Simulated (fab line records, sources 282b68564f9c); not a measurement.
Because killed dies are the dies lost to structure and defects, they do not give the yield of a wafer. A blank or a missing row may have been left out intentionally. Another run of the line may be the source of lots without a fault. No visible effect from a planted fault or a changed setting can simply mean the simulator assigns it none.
Which tool was responsible? || flow rit cmos || 45 wafers from 15 lots sampled at 3 of the route's 202 steps

== WHAT EACH GAUGE READ, for each wafer ==
RIT_PSD_TW_MEAS_10.
{"lot": "L275", "measured": "day 3 15:59", "on": "film metro-04", "PSD_TW": "3424 3412 3420"}
{"lot": "L277", "measured": "day 3 18:59", "on": "film metro-04", "PSD_TW": "3393 3395 3405"}
{"lot": "L278", "measured": "day 3 23:48", "on": "film metro-02", "PSD_TW": "3446 3425 3470"}
{"lot": "L279", "measured": "day 4 07:22", "on": "film metro-02", "PSD_TW": "3449 3426 3436"}
{"lot": "L280", "measured": "day 4 07:50", "on": "film metro-03", "PSD_TW": "3459 3455 3461"}
{"lot": "L283", "measured": "day 5 05:17", "on": "film metro-04", "PSD_TW": "3365 3401 3382"}
{"lot": "L285", "measured": "day 5 11:30", "on": "film metro-04", "PSD_TW": "3573 3548 3562"}
{"lot": "L286", "measured": "day 5 18:08", "on": "film metro-02", "PSD_TW": "3610 3636 3631"}
{"lot": "L287", "measured": "day 5 20:24", "on": "film metro-03", "PSD_TW": "3671 3649 3644"}
{"lot": "L290", "measured": "day 6 12:38", "on": "film metro-04", "PSD_TW": "3395 3381 3394"}
{"lot": "L292", "measured": "day 6 21:03", "on": "film metro-02", "PSD_TW": "3412 3424 3403"}
{"lot": "L293", "measured": "day 7 04:22", "on": "film metro-02", "PSD_TW": "3424 3413 3426"}
{"lot": "L295", "measured": "day 7 07:23", "on": "film metro-04", "PSD_TW": "3374 3374 3376"}
{"lot": "L296", "measured": "day 7 15:51", "on": "film metro-04", "PSD_TW": "3390 3390 3370"}
{"lot": "L298", "measured": "day 8 02:01", "on": "film metro-03", "PSD_TW": "3438 3429 3440"}

RIT_SDANNEAL_RS_MEAS_04: uses a four-point probe to measure.
{"lot": "L275", "measured": "day 3 16:29", "on": "film metro-04", "PSD_RS (ohm/sq)": "115.88 115.81 115.89"}
{"lot": "L277", "measured": "day 3 19:40", "on": "film metro-04", "PSD_RS (ohm/sq)": "115.81 115.94 115.90"}
{"lot": "L278", "measured": "day 4 00:17", "on": "film metro-02", "PSD_RS (ohm/sq)": "116.08 116.16 116.12"}
{"lot": "L279", "measured": "day 4 07:52", "on": "film metro-02", "PSD_RS (ohm/sq)": "115.86 115.84 115.77"}
{"lot": "L280", "measured": "day 4 08:19", "on": "film metro-04", "PSD_RS (ohm/sq)": "115.76 116.04 115.90"}
{"lot": "L283", "measured": "day 5 05:47", "on": "film metro-03", "PSD_RS (ohm/sq)": "115.83 115.89 115.88"}
{"lot": "L285", "measured": "day 5 11:59", "on": "film metro-03", "PSD_RS (ohm/sq)": "104.07 103.96 104.08"}
{"lot": "L286", "measured": "day 5 18:38", "on": "film metro-04", "PSD_RS (ohm/sq)": "103.90 104.29 104.44"}
{"lot": "L287", "measured": "day 5 20:53", "on": "film metro-02", "PSD_RS (ohm/sq)": "103.42 103.57 103.59"}
{"lot": "L290", "measured": "day 6 13:07", "on": "film metro-02", "PSD_RS (ohm/sq)": "115.43 115.73 115.77"}
{"lot": "L292", "measured": "day 6 21:32", "on": "film metro-03", "PSD_RS (ohm/sq)": "115.50 115.63 115.43"}
{"lot": "L293", "measured": "day 7 04:52", "on": "film metro-02", "PSD_RS (ohm/sq)": "115.92 115.36 115.53"}
{"lot": "L295", "measured": "day 7 07:53", "on": "film metro-03", "PSD_RS (ohm/sq)": "115.78 115.63 115.97"}
{"lot": "L296", "measured": "day 7 16:25", "on": "film metro-02", "PSD_RS (ohm/sq)": "115.76 115.38 115.44"}
{"lot": "L298", "measured": "day 8 02:43", "on": "film metro-03", "PSD_RS (ohm/sq)": "115.62 115.93 115.57"}

== EACH LOT AND THE TOOL THAT RAN IT (in order: tool; ch and the chambers of the sampled wafers; start) ==
{"lot": "L275", "RIT_PSD_IMPLANT_08": "implanter-01 ch 0, day 3 15:40"}
{"lot": "L277", "RIT_PSD_IMPLANT_08": "implanter-02 ch 0, day 3 18:41"}
{"lot": "L278", "RIT_PSD_IMPLANT_08": "implanter-03 ch 0, day 3 23:29"}
{"lot": "L279", "RIT_PSD_IMPLANT_08": "implanter-01 ch 0, day 4 07:03"}
{"lot": "L280", "RIT_PSD_IMPLANT_08": "implanter-03 ch 0, day 4 07:31"}
{"lot": "L283", "RIT_PSD_IMPLANT_08": "implanter-03 ch 0, day 5 04:57"}
{"lot": "L285", "RIT_PSD_IMPLANT_08": "implanter-03 ch 0, day 5 11:10"}
{"lot": "L286", "RIT_PSD_IMPLANT_08": "implanter-03 ch 0, day 5 17:49"}
{"lot": "L287", "RIT_PSD_IMPLANT_08": "implanter-03 ch 0, day 5 20:04"}
{"lot": "L290", "RIT_PSD_IMPLANT_08": "implanter-01 ch 0, day 6 12:18"}
{"lot": "L292", "RIT_PSD_IMPLANT_08": "implanter-01 ch 0, day 6 20:44"}
{"lot": "L293", "RIT_PSD_IMPLANT_08": "implanter-02 ch 0, day 7 04:04"}
{"lot": "L295", "RIT_PSD_IMPLANT_08": "implanter-01 ch 0, day 7 07:05"}
{"lot": "L296", "RIT_PSD_IMPLANT_08": "implanter-01 ch 0, day 7 15:32"}
{"lot": "L298", "RIT_PSD_IMPLANT_08": "implanter-02 ch 0, day 8 01:41"}
- RIT_PSD_IMPLANT_08

== AS READ BY THE TOOLS THEMSELVES (means over the sampled wafers that have a number; for cases with no such wafer, the mark the record gives instead) ==
RIT_PSD_IMPLANT_08.
{"lot": "L275", "tool": "implanter-01", "beam energy keV": 26.995, "beam on s (s)": 14.7, "faraday current uA": 10488}
{"lot": "L277", "tool": "implanter-02", "beam energy keV": 26.994, "beam on s (s)": 14.0, "faraday current uA": 10947}
{"lot": "L278", "tool": "implanter-03", "beam energy keV": 26.994, "beam on s (s)": 12.7, "faraday current uA": 12023}
{"lot": "L279", "tool": "implanter-01", "beam energy keV": 26.999, "beam on s (s)": 14.7, "faraday current uA": 10496}
{"lot": "L280", "tool": "implanter-03", "beam energy keV": 27.009, "beam on s (s)": 12.6, "faraday current uA": 12198}
{"lot": "L283", "tool": "implanter-03", "beam energy keV": 27.003, "beam on s (s)": 12.8, "faraday current uA": 11986}
{"lot": "L285", "tool": "implanter-03", "beam energy keV": 32.932, "beam on s (s)": 12.8, "faraday current uA": 12058}
{"lot": "L286", "tool": "implanter-03", "beam energy keV": 32.936, "beam on s (s)": 12.6, "faraday current uA": 12241}
{"lot": "L287", "tool": "implanter-03", "beam energy keV": 32.939, "beam on s (s)": 12.9, "faraday current uA": 11936}
{"lot": "L290", "tool": "implanter-01", "beam energy keV": 27.018, "beam on s (s)": 14.9, "faraday current uA": 10322}
{"lot": "L292", "tool": "implanter-01", "beam energy keV": 27.006, "beam on s (s)": 14.8, "faraday current uA": 10414}
{"lot": "L293", "tool": "implanter-02", "beam energy keV": 27.008, "beam on s (s)": 14.4, "faraday current uA": 10726}
{"lot": "L295", "tool": "implanter-01", "beam energy keV": 26.989, "beam on s (s)": 14.9, "faraday current uA": 10371}
{"lot": "L296", "tool": "implanter-01", "beam energy keV": 27.004, "beam on s (s)": 14.6, "faraday current uA": 10546}
{"lot": "L298", "tool": "implanter-02", "beam energy keV": 26.995, "beam on s (s)": 13.9, "faraday current uA": 11079}

== THE ANSWER, worked out from the rows above alone ==
Rule: the usual values come from the lots themselves. Put in order of their means at a reading, lots are off if they are a third of the lots or fewer, leave a main group of 4 or more, and stand apart from it by a gap of 3 or more times the standard deviation of the main group's means; of several such gaps the widest counts. The tables above print the reading to a certain number of digits; a main group whose means all agree to those digits is not used. A lot without any number at a reading at which 4 lots or more have one is off too. All remaining lots with rows at the step are treated as sound. First the gauges in route order, then the tools' own readings, where a lot's mean is used as printed above. The first step at which some lot is off is used, and at that step the reading that is off furthest; a lot without a number counts as furthest.
Off: L285, L286, L287, at RIT_PSD_TW_MEAS_10 (PSD_TW). The main group: mean 3413, standard deviation 27.
A tool fits if, at a process step before that reading, it ran every lot that is off, and no sound lot after the first of them. The gauges at RIT_PSD_TW_MEAS_10 aren't tried: what is off there is off at RIT_PSD_IMPLANT_08 too, on other tools, and a gauge's error can't cause that. One fits: implanter-03 at RIT_PSD_IMPLANT_08. A fault onset in the window from L283 (day 5 04:57, its last sound lot) to L285 (day 5 11:10, its first lot off) fits.
The tool's own readings at RIT_PSD_IMPLANT_08 bear it out: on the lots that are off they differ by more than 5 times the standard deviation of the sound lots' means. beam energy keV reads 32.936 there against 27.001 on the sound lots.

== WHAT THE SIMULATOR HAD INSERTED ==
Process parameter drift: implanter-03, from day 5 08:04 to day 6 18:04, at RIT_PSD_IMPLANT_08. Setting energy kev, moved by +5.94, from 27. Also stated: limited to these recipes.
Lots struck among those shown: L285, L286, L287. The rule given above showed the same thing.
